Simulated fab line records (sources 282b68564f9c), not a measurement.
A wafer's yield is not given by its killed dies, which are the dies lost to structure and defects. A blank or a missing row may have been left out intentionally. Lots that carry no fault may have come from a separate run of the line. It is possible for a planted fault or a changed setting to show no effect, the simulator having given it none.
A struck lot beside a sound one || flow rit cmos || 16 steps out of a route of 202
Sound: wafers L333.1, L333.2, L333.4. Struck: wafer L348.5 (L348.1, L348.4, from the same lot, were not struck and are left out); the cause is given at the end.
Each step with rows lists, per side, the tool, then ch with its chambers, then its first start. Under that, the readings that differ: sound wafers || struck wafers || difference of the means || sigmas: that difference in standard deviations of wafers without a fault.
alike: readings with means less than 2 such deviations apart, plus words and numbers identical on both sides. not compared: withheld readings, readings lacking a value on some wafer, bounds such as >300 that could conceal the same value, and numbers that have no deviation in the record and whose values overlap.
Wherever a step has rows on one side only, a row that says differs or no value, or a row with sigmas, the two part there. Numbers that have no deviation but don't overlap get no sigmas and don't part them. A reading that every wafer of one side lacks parts them only if that side has two wafers or more.

RIT_SDANNEAL_RTA_03: time 5 s.
  sound on rtp anneal-01 ch 0, day 3 18:20; struck on rtp anneal-02 ch 0, day 6 06:07
  alike: ramp down c per s, wafer_temp_C_max
RIT_SDANNEAL_RS_MEAS_04: measurement is done with a four-point probe.
  struck on film metro-04, day 6 06:10; sound on film metro-01, day 3 18:24
  alike: PSD_RS
RIT_SDANNEAL_RS_MEAS_05: measurement is done with a four-point probe.
  struck on film metro-04, day 6 06:17; sound on film metro-01, day 3 18:31
  alike: NSD_RS
RIT_SDANNEAL_RS_MEAS_06: measurement is done with a four-point probe.
  struck on film metro-04, day 6 06:25; sound on film metro-01, day 3 18:38
  alike: PLDD_RS
RIT_SDANNEAL_RS_MEAS_07: measurement is done with a four-point probe.
  struck on film metro-04, day 6 06:32; sound on film metro-01, day 3 18:46
  alike: NLDD_RS
then, 1 step without rows for these wafers: RIT_SILICIDE_WET_ETCH_00 (etches SiO2 in BOE, target depth 14 nm, time 15 s).
RIT_SILICIDE_SPUTTER_01: material Ti, target thk 30 nm, time 240 s.
  struck on pvd sputter-03, day 6 06:40; sound on pvd sputter-04, day 3 18:53
  alike: throttle valve pct
RIT_SILICIDE_RS_MEAS_02: measurement is done with a four-point probe.
  struck on film metro-01, day 6 06:49; sound on film metro-02, day 3 19:02
{"reading": "SILICIDE_TI_RS (ohm/sq)", "sound": "46.2 45.8 45.9", "struck": 47.3, "difference": "+1.3", "sigmas": "+2"}
RIT_SILICIDE_THK_MEAS_03: measures by xrf.
  struck on film metro-01, day 6 06:56; sound on film metro-02, day 3 19:10
{"reading": "SILICIDE_TI_THK (nm)", "sound": "31.3 31.6 31.4", "struck": 30.6, "difference": -0.8, "sigmas": -2}
RIT_SILICIDE_RTA_04: time 10 s, ramp up 5 s, ramp down 5 s.
  sound on rtp anneal-02 ch 0, day 3 19:13; struck on rtp anneal-01 ch 0, day 6 06:59
{"reading": "wafer_temp_C_max", "sound": "650.9 651.5 651.2", "struck": 653.1, "difference": "+1.9", "sigmas": "+2"}
then, 1 step without rows for these wafers: RIT_SILICIDE_WET_ETCH_05 (etches Ti in SPM, time 120 s).
RIT_SILICIDE_RTA_06: time 10 s, ramp up 5 s, ramp down 10 s.
  sound on rtp anneal-01 ch 0, day 3 19:20; struck on rtp anneal-02 ch 0, day 6 07:06
  alike: wafer_temp_C_max
RIT_CONTACT_CVD_00: deposits SiO2 from TEOS, target thk 400 nm, time 61 s.
  sound on pecvd-04 ch 0,1,2, day 3 19:23; struck on pecvd-02 ch 1, day 6 07:10
  alike: heater power w
RIT_CONTACT_THK_MEAS_01:
  struck on film metro-03, day 6 07:13; sound on film metro-01, day 3 19:26
{"reading": "CONTACT_TEOS_THK (nm)", "sound": "401 397 405", "struck": 380, "difference": -21, "sigmas": -5}
then, 2 steps without rows for these wafers: RIT_CONTACT_HMDS_02 (prime time 60 s); RIT_M1_PROBE_99.

WHERE THEY PART
Earliest at RIT_SILICIDE_RS_MEAS_02; latest, in this record, at RIT_CONTACT_THK_MEAS_01.

WHY: what the simulator had put in
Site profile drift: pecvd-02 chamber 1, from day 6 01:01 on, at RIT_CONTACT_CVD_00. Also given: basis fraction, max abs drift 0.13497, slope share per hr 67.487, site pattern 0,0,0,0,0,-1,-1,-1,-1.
